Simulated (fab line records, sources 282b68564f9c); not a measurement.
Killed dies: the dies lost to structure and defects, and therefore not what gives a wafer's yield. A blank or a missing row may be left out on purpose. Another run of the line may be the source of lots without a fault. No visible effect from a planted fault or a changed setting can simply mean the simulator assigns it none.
fab line records	flow ritCmos
[record] lots = 5	wafers = 23
route steps=202 shown ACTIVE@2 NWELL@29 PWELL@47 WELLDRIVE@50 NRETRO@54 GATE@81
startH: hours from the record's first day to the start of the lot's first wafer shown	waitH: hours from the lot's prior step to this one	" identical to the entry in the row above	L1.1+2: a row that stands for several wafers	- no value present, or no start provided	* or withheld: withheld	< > ~ a bound
route shown NAME@n: names a module that has steps shown in the file, with the first one's number in the route	usual: mean/standard deviation of fault-free wafers	same: alike in all rows	chamber/n: place in a boat	sites: per-site readings	_std_site: the values' standard deviation	_edge_site: the outer-site mean with the inner-site mean subtracted	radiusMm: how far each site lies from the wafer's centre	mask NAME#n: copy n	behind: tool/chamber where the wafer was last shaped	hold: why the lot went on hold/how many hours it stayed there/how the hold came to an end	device: the transistor (n, p or np) that didn't switch	end of line: the route-end tests of the same wafers	a step with no rows: only its recipe	killed: at the first sort, the dies lost to defects and structure; wafer yield is something else	map: per-die view of a wafer (x killed, . not killed, _ where there is no die)
set.NAME: setting as actually run; set.NAME@STEP: the setting as run at that earlier step	model.NAME: the simulator's own value behind a step, which no gauge read
lots run with intentionally changed settings; tables by step, rows by wafer
[[steps]]
[step RIT_ACTIVE_OXIDATION_01]
[recipe] tempC = 1000	ambient = O2	targetThkA = 468	oxTimeS = 3360
lot.wafer	tool	chamber	startH	waitH	set.oxTimeS	model.SiO2_of_ACTIVE_OXIDATION_01.thkNm
L077.1	-	-	-	0.1	3152	46.8
L077.2	"	-	"	"	3152	46.17
L077.3	"	-	"	"	3152	45.73
L077.5	"	-	"	"	3152	45.94
L077.6	"	-	"	"	3152	45.46
L079.1	furnace-03	0	35.12	0.1	3360	46.57
L079.3	"	0	"	"	3360	47.42
L079.4	"	0	"	"	3360	46.76
L081.1	-	-	-	1.6	3073	44.97
L081.2	"	-	"	"	3073	45.31
L081.3	"	-	"	"	3073	45.41
L081.5	"	-	"	"	3073	45.63
L081.6	"	-	"	"	3073	44.95
L082.1	-	-	-	0.1	3798	51.53
L082.2	"	-	"	"	3798	51.95
L082.3	"	-	"	"	3798	50.99
L082.4	"	-	"	"	3798	51.32
L082.5	"	-	"	"	3798	51.87
L085.1	-	-	-	0.1	3023	44.68
L085.2	"	-	"	"	3023	43.82
L085.3	"	-	"	"	3023	44.26
L085.4	"	-	"	"	3023	44.35
L085.6	"	-	"	"	3023	44.54
[step RIT_ACTIVE_THK_MEAS_02]
[recipe] reads = SiO2_of_ACTIVE_OXIDATION_01
[usual] ACTIVE_OXIDE_THK = 47.2/1
lot.wafer	tool	chamber	startH	waitH	set.oxTimeS@ACTIVE_OXIDATION_01	ACTIVE_OXIDE_THK[nm]
L077.1	filmMetro-04	-	-	-	3152	46.9
L077.2	"	-	"	"	3152	46.2
L077.3	"	-	"	"	3152	45.7
L077.5	"	-	"	"	3152	46.0
L077.6	"	-	"	"	3152	45.5
L079.1	filmMetro-04	-	37.05	0.0	3360	46.6
L079.3	"	-	"	"	3360	47.4
L079.4	"	-	"	"	3360	46.8
L081.1	filmMetro-01	-	-	-	3073	44.9
L081.2	"	-	"	"	3073	45.3
L081.3	"	-	"	"	3073	45.4
L081.5	"	-	"	"	3073	45.6
L081.6	"	-	"	"	3073	45.0
L082.1	filmMetro-01	-	-	-	3798	51.6
L082.2	"	-	"	"	3798	52.0
L082.3	"	-	"	"	3798	51.0
L082.4	"	-	"	"	3798	51.3
L082.5	"	-	"	"	3798	51.9
L085.1	filmMetro-02	-	-	-	3023	44.7
L085.2	"	-	"	"	3023	43.9
L085.3	"	-	"	"	3023	44.2
L085.4	"	-	"	"	3023	44.3
L085.6	"	-	"	"	3023	44.6
[step RIT_NWELL_COAT_01]
[recipe] resist = NOVOLAK	spinRpm = 2000	resistThkNm = 1300
lot.wafer	tool	chamber	startH	waitH	set.resistThkNm	model.NOVOLAK_of_NWELL_COAT_01.thkNm
L077.1	lithoTrack-01	0	36.40	0.1	1300	1299
L077.2	"	0	"	"	1300	1305
L077.3+6	"	0	"	"	1300	1304
L077.5	"	0	"	"	1300	1302
L079.1	lithoTrack-04	0	49.59	0.1	1300	1302
L079.3	"	0	"	"	1300	1299
L079.4	"	0	"	"	1300	1298
L081.1	lithoTrack-04	0	57.18	0.1	1262	1265
L081.2	"	0	"	"	1300	1301
L081.3	"	0	"	"	1262	1267
L081.5	"	0	"	"	1300	1303
L081.6	"	0	"	"	1300	1306
L082.1	lithoTrack-04	0	61.43	0.1	1343	1341
L082.2	"	0	"	"	1300	1297
L082.3	"	0	"	"	1343	1340
L082.4	"	0	"	"	1300	1303
L082.5	"	0	"	"	1300	1299
L085.1	lithoTrack-01	0	75.99	0.1	1300	1291
L085.2	"	0	"	"	1300	1288
L085.3	"	0	"	"	1358	1350
L085.4+6	"	0	"	"	1358	1348
[step RIT_NWELL_SOFTBAKE_02]
[recipe] resist = NOVOLAK	tempC = 90	timeS = 60
[step RIT_NWELL_EXPOSE_03]
[recipe] maskId = M2	na = 0.57	targetCdNm = 43900	doseMj = 250
[step RIT_NWELL_DEVELOP_05]
[recipe] resist = NOVOLAK	developTimeS = 68	devTempC = 23
[step RIT_NWELL_HARDBAKE_07]
[recipe] resist = NOVOLAK	tempC = 140	timeS = 120
lot.wafer	tool	chamber	startH	waitH	set.resistThkNm@NWELL_COAT_01	model.NOVOLAK_of_NWELL_COAT_01.thkNm
L077.1	lithoTrack-04	0	37.36	0.0	1300	1136
L077.2+3+6	"	0	"	"	1300	1141
L077.5	"	0	"	"	1300	1138
L079.1	lithoTrack-04	0	50.57	0.2	1300	1138
L079.3	"	0	"	"	1300	1136
L079.4	"	0	"	"	1300	1135
L081.1	lithoTrack-04	0	57.94	0.0	1262	1107
L081.2	"	0	"	"	1300	1137
L081.3	"	0	"	"	1262	1108
L081.5	"	0	"	"	1300	1140
L081.6	"	0	"	"	1300	1142
L082.1	lithoTrack-04	0	62.32	0.0	1343	1172
L082.2	"	0	"	"	1300	1134
L082.3	"	0	"	"	1343	1171
L082.4	"	0	"	"	1300	1139
L082.5	"	0	"	"	1300	1136
L085.1	lithoTrack-03	0	76.76	0.0	1300	1129
L085.2	"	0	"	"	1300	1127
L085.3	"	0	"	"	1358	1180
L085.4+6	"	0	"	"	1358	1178
[step RIT_PWELL_IMPLANT_08]
[recipe] species = B	energyKev = 170	doseCm2 = 7e+13	tiltDeg = 7
lot.wafer	tool	chamber	startH	waitH	set.doseCm2
L077.1+2+5	implanter-02	0	39.42	0.2	7.444e+13
L077.3+6	"	0	"	"	7e+13
L079.1+3+4	implanter-01	0	52.44	0.2	7e+13
L081.1+2+6	implanter-03	0	59.74	0.2	7e+13
L081.3+5	"	0	"	"	6.762e+13
L082.1+2+5	implanter-02	0	64.24	0.2	7e+13
L082.3+4	"	0	"	"	6.655e+13
L085.1+6	implanter-03	0	78.63	0.2	7.172e+13
L085.2+3+4	"	0	"	"	7e+13
[step RIT_PWELL_STRIP_09]
[recipe] chemistry = O2	timeS = 180	resist = NOVOLAK	platenTempC = withheld	powerW = 500	pressureMtorr = 4000	o2FlowSccm = 4000
[step RIT_PWELL_TW_MEAS_10]
[usual] PWELL_TW = 947/9.1
lot.wafer	tool	chamber	startH	waitH	set.doseCm2@PWELL_IMPLANT_08	PWELL_TW
L077.1	filmMetro-02	-	39.74	0.1	7.444e+13	970
L077.2	"	-	"	"	7.444e+13	967
L077.3	"	-	"	"	7e+13	953
L077.5	"	-	"	"	7.444e+13	971
L077.6	"	-	"	"	7e+13	956
L079.1	filmMetro-02	-	52.76	0.1	7e+13	947
L079.3	"	-	"	"	7e+13	950
L079.4	"	-	"	"	7e+13	944
L081.1	filmMetro-03	-	60.07	0.1	7e+13	942
L081.2	"	-	"	"	7e+13	942
L081.3	"	-	"	"	6.762e+13	936
L081.5	"	-	"	"	6.762e+13	932
L081.6	"	-	"	"	7e+13	945
L082.1	filmMetro-03	-	64.57	0.1	7e+13	949
L082.2	"	-	"	"	7e+13	944
L082.3	"	-	"	"	6.655e+13	935
L082.4	"	-	"	"	6.655e+13	934
L082.5	"	-	"	"	7e+13	943
L085.1	filmMetro-03	-	78.95	0.1	7.172e+13	953
L085.2	"	-	"	"	7e+13	948
L085.3	"	-	"	"	7e+13	943
L085.4	"	-	"	"	7e+13	945
L085.6	"	-	"	"	7.172e+13	951
[step RIT_WELLDRIVE_ANNEAL_00]
[recipe] tempC = 1100	timeS = 14700	ambient = N2
[step RIT_WELLDRIVE_RS_MEAS_02]
[recipe] thkMeasGauge = four-point-probe
[usual] PWELL_RS = 429.3/1.3
lot.wafer	tool	chamber	startH	waitH	set.doseCm2@PWELL_IMPLANT_08	PWELL_RS[ohm/sq]
L077.1	filmMetro-01	-	47.31	0.1	7.444e+13	413.7
L077.2	"	-	"	"	7.444e+13	413.4
L077.3	"	-	"	"	7e+13	430.1
L077.5	"	-	"	"	7.444e+13	414.0
L077.6	"	-	"	"	7e+13	428.9
L079.1	filmMetro-01	-	58.03	0.1	7e+13	430.4
L079.3	"	-	"	"	7e+13	430.4
L079.4	"	-	"	"	7e+13	429.7
L081.1	filmMetro-03	-	65.66	0.1	7e+13	429.1
L081.2	"	-	"	"	7e+13	429.9
L081.3	"	-	"	"	6.762e+13	440.3
L081.5	"	-	"	"	6.762e+13	441.7
L081.6	"	-	"	"	7e+13	430.9
L082.1	filmMetro-02	-	70.05	0.1	7e+13	428.2
L082.2	"	-	"	"	7e+13	428.7
L082.3	"	-	"	"	6.655e+13	443.5
L082.4	"	-	"	"	6.655e+13	443.0
L082.5	"	-	"	"	7e+13	429.0
L085.1	filmMetro-02	-	85.19	0.1	7.172e+13	420.2
L085.2	"	-	"	"	7e+13	428.6
L085.3	"	-	"	"	7e+13	427.1
L085.4	"	-	"	"	7e+13	426.9
L085.6	"	-	"	"	7.172e+13	422.0
[step RIT_NRETRO_COAT_01]
[recipe] resist = NOVOLAK	spinRpm = 2000	resistThkNm = 1300
lot.wafer	tool	chamber	startH	waitH	set.resistThkNm	model.NOVOLAK_of_NRETRO_COAT_01.thkNm
L077.1	lithoTrack-02	0	47.58	0.1	1346	1344
L077.2	"	0	"	"	1300	1298
L077.3	"	0	"	"	1346	1340
L077.5	"	0	"	"	1346	1345
L077.6	"	0	"	"	1300	1300
L079.1	lithoTrack-01	0	58.30	0.1	1300	1301
L079.3	"	0	"	"	1300	1304
L079.4	"	0	"	"	1300	1307
L081.1	lithoTrack-01	0	65.93	0.1	1300	1298
L081.2+5	"	0	"	"	1300	1302
L081.3	"	0	"	"	1300	1301
L081.6	"	0	"	"	1300	1299
L082.1	lithoTrack-03	0	70.32	0.1	1245	1243
L082.2	"	0	"	"	1300	1300
L082.3	"	0	"	"	1300	1297
L082.4	"	0	"	"	1245	1241
L082.5	"	0	"	"	1300	1296
L085.1	lithoTrack-02	0	85.46	0.1	1300	1302
L085.2+4	"	0	"	"	1300	1299
L085.3	"	0	"	"	1300	1298
L085.6	"	0	"	"	1300	1301
[step RIT_NRETRO_SOFTBAKE_02]
[recipe] resist = NOVOLAK	tempC = 90	timeS = 60
[step RIT_NRETRO_EXPOSE_03]
[recipe] maskId = M4	na = 0.57	targetCdNm = 43900	doseMj = 250
[step RIT_NRETRO_DEVELOP_05]
[recipe] resist = NOVOLAK	developTimeS = 68	devTempC = 23
[step RIT_NRETRO_HARDBAKE_07]
[recipe] resist = NOVOLAK	tempC = 140	timeS = 120
lot.wafer	tool	chamber	startH	waitH	set.resistThkNm@NRETRO_COAT_01	model.NOVOLAK_of_NRETRO_COAT_01.thkNm
L077.1	lithoTrack-03	0	48.34	0.0	1346	1175
L077.2	"	0	"	"	1300	1135
L077.3	"	0	"	"	1346	1172
L077.5	"	0	"	"	1346	1176
L077.6	"	0	"	"	1300	1137
L079.1	lithoTrack-03	0	59.06	0.0	1300	1137
L079.3	"	0	"	"	1300	1140
L079.4	"	0	"	"	1300	1143
L081.1	lithoTrack-03	0	66.82	0.0	1300	1135
L081.2+5	"	0	"	"	1300	1139
L081.3	"	0	"	"	1300	1138
L081.6	"	0	"	"	1300	1136
L082.1	lithoTrack-02	0	71.08	0.0	1245	1088
L082.2	"	0	"	"	1300	1137
L082.3	"	0	"	"	1300	1134
L082.4	"	0	"	"	1245	1086
L082.5	"	0	"	"	1300	1133
L085.1+6	lithoTrack-01	0	86.35	0.0	1300	1138
L085.2+4	"	0	"	"	1300	1136
L085.3	"	0	"	"	1300	1135
[step RIT_NRETRO_IMPLANT_08]
[recipe] species = P	energyKev = 70	doseCm2 = 1e+13	tiltDeg = 7
lot.wafer	tool	chamber	startH	waitH	set.energyKev	model.implant.rpNm	model.implant.drpNm
L077.1+2+6	implanter-01	0	48.59	0.2	68.59	83.7	33.36
L077.3+5	"	0	"	"	70	85.47	33.94
L079.1+3+4	implanter-04	0	59.31	0.2	70	86.43	33.94
L081.1+2+3	implanter-01	0	67.07	0.2	68.55	82.22	33.34
L081.5+6	"	0	"	"	70	84.01	33.94
L082.1+2+3	implanter-01	0	71.33	0.2	70	86.73	33.94
L082.4+5	"	0	"	"	73.29	90.92	35.27
L085.1+3+6	implanter-04	0	86.60	0.2	66.2	81.99	32.36
L085.2+4	"	0	"	"	70	86.83	33.94
[step RIT_NRETRO_STRIP_09]
[recipe] chemistry = O2	timeS = 180	resist = NOVOLAK	platenTempC = withheld	powerW = 500	pressureMtorr = 4000	o2FlowSccm = 4000
[step RIT_NRETRO_TW_MEAS_10]
[usual] NRETRO_TW = 1055/6.7
lot.wafer	tool	chamber	startH	waitH	set.energyKev@NRETRO_IMPLANT_08	NRETRO_TW
L077.1	filmMetro-02	-	48.92	0.1	68.59	1043
L077.2	"	-	"	"	68.59	1042
L077.3	"	-	"	"	70	1045
L077.5	"	-	"	"	70	1042
L077.6	"	-	"	"	68.59	1034
L079.1	filmMetro-01	-	59.64	0.1	70	1060
L079.3	"	-	"	"	70	1055
L079.4	"	-	"	"	70	1057
L081.1	filmMetro-02	-	67.40	0.1	68.55	1044
L081.2	"	-	"	"	68.55	1044
L081.3	"	-	"	"	68.55	1043
L081.5	"	-	"	"	70	1046
L081.6	"	-	"	"	70	1048
L082.1	filmMetro-04	-	71.66	0.1	70	1065
L082.2	"	-	"	"	70	1067
L082.3	"	-	"	"	70	1064
L082.4	"	-	"	"	73.29	1077
L082.5	"	-	"	"	73.29	1085
L085.1	filmMetro-02	-	86.93	0.1	66.2	1036
L085.2	"	-	"	"	70	1060
L085.3	"	-	"	"	66.2	1033
L085.4	"	-	"	"	70	1052
L085.6	"	-	"	"	66.2	1036
[step RIT_GATE_OXIDATION_05]
[recipe] tempC = 900	ambient = O2	targetThkA = 30	oxTimeS = 270
lot.wafer	tool	chamber	startH	waitH	set.oxTimeS	model.SiO2_of_GATE_OXIDATION_05.thkNm
L077.1	-	-	-	0.1	239.1	2.672
L077.2	"	-	"	"	239.1	2.671
L077.3	"	-	"	"	239.1	2.695
L077.5	"	-	"	"	239.1	2.652
L077.6	"	-	"	"	239.1	2.721
L079.1	furnace-04	0	63.52	1.8	270	2.976
L079.3	"	0	"	"	270	2.955
L079.4	"	0	"	"	270	2.967
L081.1	-	-	-	0.3	308.6	3.316
L081.2	"	-	"	"	308.6	3.318
L081.3	"	-	"	"	308.6	3.338
L081.5	"	-	"	"	308.6	3.315
L081.6	"	-	"	"	308.6	3.37
L082.1	-	-	-	0.7	247.6	2.869
L082.2	"	-	"	"	247.6	2.844
L082.3	"	-	"	"	247.6	2.873
L082.4	"	-	"	"	247.6	2.87
L082.5	"	-	"	"	247.6	2.872
L085.1	-	-	-	0.1	270	3.015
L085.2	"	-	"	"	270	3.026
L085.3	"	-	"	"	270	3.037
L085.4	"	-	"	"	270	3.039
L085.6	"	-	"	"	270	3.011
[step RIT_GATE_ANNEAL_06]
[recipe] tempC = 900	timeS = 600	ambient = N2O
[step RIT_GATE_THK_MEAS_07]
[recipe] reads = SiO2_of_GATE_OXIDATION_05
[usual] GATE_OXIDE_THK = 3.04/0.056
lot.wafer	tool	chamber	startH	waitH	set.oxTimeS@GATE_OXIDATION_05	GATE_OXIDE_THK[nm]
L077.1	filmMetro-03	-	52.67	0.0	239.1	2.65
L077.2	"	-	"	"	239.1	2.64
L077.3	"	-	"	"	239.1	2.71
L077.5	"	-	"	"	239.1	2.69
L077.6	"	-	"	"	239.1	2.70
L079.1	filmMetro-01	-	64.84	0.0	270	2.95
L079.3	"	-	"	"	270	2.95
L079.4	"	-	"	"	270	2.96
L081.1	filmMetro-03	-	73.19	0.0	308.6	3.34
L081.2	"	-	"	"	308.6	3.30
L081.3	"	-	"	"	308.6	3.33
L081.5	"	-	"	"	308.6	3.38
L081.6	"	-	"	"	308.6	3.39
L082.1	filmMetro-01	-	75.99	0.0	247.6	2.82
L082.2	"	-	"	"	247.6	2.93
L082.3	"	-	"	"	247.6	2.88
L082.4	"	-	"	"	247.6	2.85
L082.5	"	-	"	"	247.6	2.88
L085.1	filmMetro-04	-	90.34	0.0	270	3.01
L085.2	"	-	"	"	270	3.04
L085.3	"	-	"	"	270	3.06
L085.4	"	-	"	"	270	3.01
L085.6	"	-	"	"	270	2.99
[step RIT_GATE_EXPOSE_13]
[recipe] maskId = M6	na = 0.6	sourceShape = conventional	sigmaOuter = 0.6	targetCdNm = 150	doseMj = 380
lot.wafer	tool	chamber	startH	waitH	mask	set.doseMj
L077.1+2+3+5+6	ilineStepper-01	0	54.85	0.1	M6#0	380
L079.1+3+4	ilineStepper-02	0	67.84	0.1	M6#0	380
L081.1+6	ilineStepper-02	0	75.37	0.1	M6#0	380
L081.2+3+5	"	0	"	"	M6#0	399.3
L082.1+3	ilineStepper-01	0	78.30	0.2	M6#0	388.7
L082.2+4+5	"	0	"	"	M6#0	380
L085.1+2+6	ilineStepper-02	0	92.53	0.1	M6#0	380
L085.3+4	"	0	"	"	M6#0	361.1
[step RIT_GATE_DEVELOP_15]
[recipe] resist = NOVOLAK	developTimeS = 50	devTempC = 23
lot.wafer	tool	chamber	startH	waitH	set.developTimeS
L077.1+2+3	lithoTrack-01	0	-	-	55.09
L077.5+6	"	0	"	"	50
L079.1+3+4	lithoTrack-01	0	-	-	50
L081.1+3+5	lithoTrack-04	0	-	-	46.88
L081.2+6	"	0	"	"	50
L082.1+4	lithoTrack-01	0	-	-	43.03
L082.2+3+5	"	0	"	"	50
L085.1+3+4	lithoTrack-01	0	-	-	50
L085.2+6	"	0	"	"	44.8
[step RIT_GATE_HARDBAKE_18]
[recipe] resist = NOVOLAK	tempC = 140	timeS = 60
[step RIT_GATE_ETCH_19]
[recipe] chemistry = SF6/CHF3/O2	timeS = 165	SF6_flow_sccm = 30	CHF3_flow_sccm = 30	O2_flow_sccm = 5	target = poly-Si	pressureMtorr = 40	rfW = 160	targetDepthA = 3125	overEtchFrac = 0.2354	stopOn = SiO2
lot.wafer	tool	chamber	startH	waitH	set.doseMj@GATE_EXPOSE_13	set.developTimeS@GATE_DEVELOP_15	model.GATE.cdNm
L077.1+2+3	rieSi-01	2,0,1	55.56	0.1	380	55.09	-
L077.5	"	0	"	"	380	50	148.1
L077.6	"	3	"	"	380	50	147.6
L079.1	rieSi-01	1	68.62	0.1	380	50	149.5
L079.3	"	3	"	"	380	50	150.8
L079.4	"	2	"	"	380	50	149
L081.1	rieSi-01	3	76.08	0.1	380	46.88	161.6
L081.2	"	2	"	"	399.3	50	126
L081.3	"	0	"	"	399.3	46.88	136.4
L081.5	"	1	"	"	399.3	46.88	137.2
L081.6	"	2	"	"	380	50	150.6
L082.1	rieSi-02	0	79.00	0.1	388.7	43.03	162.7
L082.2	"	2	"	"	380	50	148.1
L082.3	"	1	"	"	388.7	50	134.8
L082.4	"	3	"	"	380	43.03	-
L082.5	"	3	"	"	380	50	146.8
L085.1	rieSi-01	3	93.23	0.1	380	50	148.9
L085.2+6	"	1,2	"	"	380	44.8	-
L085.3	"	2	"	"	361.1	50	177.3
L085.4	"	0	"	"	361.1	50	176
[[key]]
[split] step = RIT_ACTIVE_OXIDATION_01	setting = oxTimeS	stated = 3360	by = lot
[response] step = RIT_ACTIVE_OXIDATION_01	reading = model.SiO2_of_ACTIVE_OXIDATION_01.thkNm	change = +0.297	per = 1%	r = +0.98
[response] step = RIT_ACTIVE_THK_MEAS_02	reading = ACTIVE_OXIDE_THK	change = +0.298	per = 1%	r = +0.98
[split] step = RIT_NWELL_COAT_01	setting = resistThkNm	stated = 1300	by = wafer
[response] step = RIT_NWELL_COAT_01	reading = model.NOVOLAK_of_NWELL_COAT_01.thkNm	change = +12.9	per = 1%	r = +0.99
[response] step = RIT_NWELL_HARDBAKE_07	reading = model.NOVOLAK_of_NWELL_COAT_01.thkNm	change = +11.1	per = 1%	r = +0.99
[split] step = RIT_PWELL_IMPLANT_08	setting = doseCm2	stated = 7e+13	by = wafer
[response] step = RIT_PWELL_TW_MEAS_10	reading = PWELL_TW	change = +2.36	per = 1%	r = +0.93
[response] step = RIT_WELLDRIVE_RS_MEAS_02	reading = PWELL_RS	change = -2.75	per = 1%	r = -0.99
[split] step = RIT_NRETRO_COAT_01	setting = resistThkNm	stated = 1300	by = wafer
[response] step = RIT_NRETRO_COAT_01	reading = model.NOVOLAK_of_NRETRO_COAT_01.thkNm	change = +12.8	per = 1%	r = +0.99
[response] step = RIT_NRETRO_HARDBAKE_07	reading = model.NOVOLAK_of_NRETRO_COAT_01.thkNm	change = +11	per = 1%	r = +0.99
[split] step = RIT_NRETRO_IMPLANT_08	setting = energyKev	stated = 70	by = wafer
[response] step = RIT_NRETRO_IMPLANT_08	reading = model.implant.rpNm	change = +0.889	per = 1%	r = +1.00
[response] step = RIT_NRETRO_IMPLANT_08	reading = model.implant.drpNm	change = +0.288	per = 1%	r = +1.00
[response] step = RIT_NRETRO_TW_MEAS_10	reading = NRETRO_TW	change = +3.39	per = 1%	r = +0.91
[split] step = RIT_GATE_OXIDATION_05	setting = oxTimeS	stated = 270	by = lot
[response] step = RIT_GATE_OXIDATION_05	reading = model.SiO2_of_GATE_OXIDATION_05.thkNm	change = +0.0235	per = 1%	r = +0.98
[response] step = RIT_GATE_THK_MEAS_07	reading = GATE_OXIDE_THK	change = +0.024	per = 1%	r = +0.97
[split] step = RIT_GATE_EXPOSE_13	setting = doseMj	stated = 380	by = wafer
[response] step = RIT_GATE_ETCH_19	reading = model.GATE.cdNm	slope = -5.14	per = 1%	togetherWith = developTimeS@GATE_DEVELOP_15	explained = 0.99
[split] step = RIT_GATE_DEVELOP_15	setting = developTimeS	stated = 50	by = wafer
[response] step = RIT_GATE_ETCH_19	reading = model.GATE.cdNm	slope = -1.91	per = 1%	togetherWith = doseMj@GATE_EXPOSE_13	explained = 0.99
